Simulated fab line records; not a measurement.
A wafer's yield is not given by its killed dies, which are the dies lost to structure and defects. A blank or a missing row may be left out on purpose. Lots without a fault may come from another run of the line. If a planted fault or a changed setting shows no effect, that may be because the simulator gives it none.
Which of the tools did it? || flow ritCmos || 14 lots, 42 wafers sampled, at 2 steps of a route of 202

WHAT THE GAUGES SHOWED, per wafer
No reading from a measuring or inspecting step in the record can be judged against a usual standard deviation.

WHICH TOOL RAN EACH LOT (tool, then ch and the chambers of the sampled wafers, then the start)
{"lot": "L189", "RIT_CONTACT_STRIP_12": "plasmaAsher-03 ch 0,1, day 3 06:35", "RIT_M1_PROBE_99": "-"}
{"lot": "L190", "RIT_CONTACT_STRIP_12": "plasmaAsher-02 ch 0,1, day 3 12:08", "RIT_M1_PROBE_99": "-"}
{"lot": "L191", "RIT_CONTACT_STRIP_12": "plasmaAsher-02 ch 0,1, day 3 16:36", "RIT_M1_PROBE_99": "-"}
{"lot": "L192", "RIT_CONTACT_STRIP_12": "plasmaAsher-02 ch 0,1, day 4 00:20", "RIT_M1_PROBE_99": "-"}
{"lot": "L194", "RIT_CONTACT_STRIP_12": "plasmaAsher-04 ch 0,1, day 4 06:40", "RIT_M1_PROBE_99": "prober-02, day 4 11:37"}
{"lot": "L196", "RIT_CONTACT_STRIP_12": "plasmaAsher-03 ch 0,1, day 4 21:21", "RIT_M1_PROBE_99": "prober-02, day 5 02:04"}
{"lot": "L197", "RIT_CONTACT_STRIP_12": "plasmaAsher-03 ch 0,1, day 5 00:55", "RIT_M1_PROBE_99": "prober-01, day 5 05:48"}
{"lot": "L202", "RIT_CONTACT_STRIP_12": "plasmaAsher-02 ch 0,1, day 6 01:11", "RIT_M1_PROBE_99": "-"}
{"lot": "L204", "RIT_CONTACT_STRIP_12": "plasmaAsher-02 ch 0,1, day 6 11:01", "RIT_M1_PROBE_99": "prober-01, day 6 16:02"}
{"lot": "L207", "RIT_CONTACT_STRIP_12": "plasmaAsher-04 ch 0,1, day 7 01:44", "RIT_M1_PROBE_99": "-"}
{"lot": "L208", "RIT_CONTACT_STRIP_12": "plasmaAsher-03 ch 0,1, day 7 04:26", "RIT_M1_PROBE_99": "-"}
{"lot": "L209", "RIT_CONTACT_STRIP_12": "plasmaAsher-04 ch 0,1, day 7 13:57", "RIT_M1_PROBE_99": "prober-02, day 7 19:03"}
{"lot": "L211", "RIT_CONTACT_STRIP_12": "plasmaAsher-03 ch 0,1, day 7 21:28", "RIT_M1_PROBE_99": "prober-02, day 8 02:18"}
{"lot": "L212", "RIT_CONTACT_STRIP_12": "plasmaAsher-04 ch 0,1, day 8 04:55", "RIT_M1_PROBE_99": "-"}
- RIT_CONTACT_STRIP_12: strips in O2, time 180 s.
- RIT_M1_PROBE_99

AS READ BY THE TOOLS THEMSELVES (means over the sampled wafers that have a number; for cases with no such wafer, the mark the record gives instead)
RIT_CONTACT_STRIP_12. Usual: drypumpMotorCurrentA 5.9 A, standard deviation 0.37; runLengthS 208.3 s, standard deviation 0.58.
{"lot": "L189", "tool": "plasmaAsher-03", "drypumpMotorCurrentA (A)": 6.2, "runLengthS (s)": 208.0, "flag": ""}
{"lot": "L190", "tool": "plasmaAsher-02", "drypumpMotorCurrentA (A)": 5.6, "runLengthS (s)": 208.7, "flag": ""}
{"lot": "L191", "tool": "plasmaAsher-02", "drypumpMotorCurrentA (A)": 5.6, "runLengthS (s)": 208.1, "flag": ""}
{"lot": "L192", "tool": "plasmaAsher-02", "drypumpMotorCurrentA (A)": 5.5, "runLengthS (s)": 208.6, "flag": ""}
{"lot": "L194", "tool": "plasmaAsher-04", "drypumpMotorCurrentA (A)": 6.1, "runLengthS (s)": 208.0, "flag": ""}
{"lot": "L196", "tool": "plasmaAsher-03", "drypumpMotorCurrentA (A)": 5.9, "runLengthS (s)": 208.5, "flag": ""}
{"lot": "L197", "tool": "plasmaAsher-03", "drypumpMotorCurrentA (A)": 6.2, "runLengthS (s)": 208.5, "flag": ""}
{"lot": "L202", "tool": "plasmaAsher-02", "drypumpMotorCurrentA (A)": 5.6, "runLengthS (s)": 215.9, "flag": "OFF"}
{"lot": "L204", "tool": "plasmaAsher-02", "drypumpMotorCurrentA (A)": 5.6, "runLengthS (s)": 224.2, "flag": "OFF"}
{"lot": "L207", "tool": "plasmaAsher-04", "drypumpMotorCurrentA (A)": 6.1, "runLengthS (s)": 208.0, "flag": ""}
{"lot": "L208", "tool": "plasmaAsher-03", "drypumpMotorCurrentA (A)": 6.2, "runLengthS (s)": 208.2, "flag": ""}
{"lot": "L209", "tool": "plasmaAsher-04", "drypumpMotorCurrentA (A)": 5.9, "runLengthS (s)": 208.1, "flag": ""}
{"lot": "L211", "tool": "plasmaAsher-03", "drypumpMotorCurrentA (A)": 6.2, "runLengthS (s)": 208.2, "flag": ""}
{"lot": "L212", "tool": "plasmaAsher-04", "drypumpMotorCurrentA (A)": 6.1, "runLengthS (s)": 208.0, "flag": ""}

RIT_M1_PROBE_99. Usual: killed_at_M0_to_M3 is 0.0 with standard deviation 0.12, killedAtContacts is 0.1 with standard deviation 0.25, killedAtFrontEnd is 6.3 with standard deviation 2.9, killedDies is 6.4 with standard deviation 2.8, killedOnRim is 1.7 with standard deviation 1.4, killedOpen is 3.3 with standard deviation 2, and killedShort is 3.1 with standard deviation 2.
{"lot": "L194", "tool": "prober-02", "killed_at_M0_to_M3": 0.0, "killedAtContacts": 0.0, "killedAtFrontEnd": 6.3, "killedDies": 6.3, "killedOnRim": 1.0, "killedOpen": 1.3, "killedShort": 5.0, "flag": ""}
{"lot": "L196", "tool": "prober-02", "killed_at_M0_to_M3": 0.0, "killedAtContacts": 0.0, "killedAtFrontEnd": 6.3, "killedDies": 6.3, "killedOnRim": 1.0, "killedOpen": 3.0, "killedShort": 3.3, "flag": ""}
{"lot": "L197", "tool": "prober-01", "killed_at_M0_to_M3": 0.0, "killedAtContacts": 0.3, "killedAtFrontEnd": 9.7, "killedDies": 10.0, "killedOnRim": 2.3, "killedOpen": 5.3, "killedShort": 4.7, "flag": ""}
{"lot": "L204", "tool": "prober-01", "killed_at_M0_to_M3": 0.0, "killedAtContacts": 0.3, "killedAtFrontEnd": 2.3, "killedDies": 2.7, "killedOnRim": 0.7, "killedOpen": 1.3, "killedShort": 1.3, "flag": ""}
{"lot": "L209", "tool": "prober-02", "killed_at_M0_to_M3": 0.0, "killedAtContacts": 0.0, "killedAtFrontEnd": 4.7, "killedDies": 4.7, "killedOnRim": 1.3, "killedOpen": 3.0, "killedShort": 1.7, "flag": ""}
{"lot": "L211", "tool": "prober-02", "killed_at_M0_to_M3": 0.0, "killedAtContacts": 0.0, "killedAtFrontEnd": 6.0, "killedDies": 6.0, "killedOnRim": 2.0, "killedOpen": 3.7, "killedShort": 2.3, "flag": ""}

THE ANSWER, worked out from the rows above alone
Rule: a lot counts as off when the mean over its wafers that have a number is more than 3 standard deviations away from the usual mean. A lot without any number at a reading at which 4 lots or more have one is off too. The other lots that the step has rows for count as sound. After the gauges, taken in route order, come the tools' own readings; for these a lot's mean is taken, as printed above. At the first step where some lot is off, the reading lying furthest off is the one used; lots without a number count as furthest.
Off: L202, L204, at RIT_CONTACT_STRIP_12 (runLengthS).
If a tool, at that step or one of the process steps before it, ran each lot that is off and ran no sound lot following the first of them, it fits. One candidate fits, namely plasmaAsher-02 at RIT_CONTACT_STRIP_12. Its last sound lot is L192 (day 4 00:20), its first lot that is off L202 (day 6 01:11): a fault that began between those two fits.
The tool's own readings at RIT_CONTACT_STRIP_12 bear it out: on the lots that are off they differ by more than 5 times the standard deviation of the sound lots' means. runLengthS reads 220.1 s there against 208.2 s on the sound lots.

WHAT THE SIMULATOR PUT IN
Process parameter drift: plasmaAsher-02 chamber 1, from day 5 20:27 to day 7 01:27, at RIT_CONTACT_STRIP_12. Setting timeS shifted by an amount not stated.
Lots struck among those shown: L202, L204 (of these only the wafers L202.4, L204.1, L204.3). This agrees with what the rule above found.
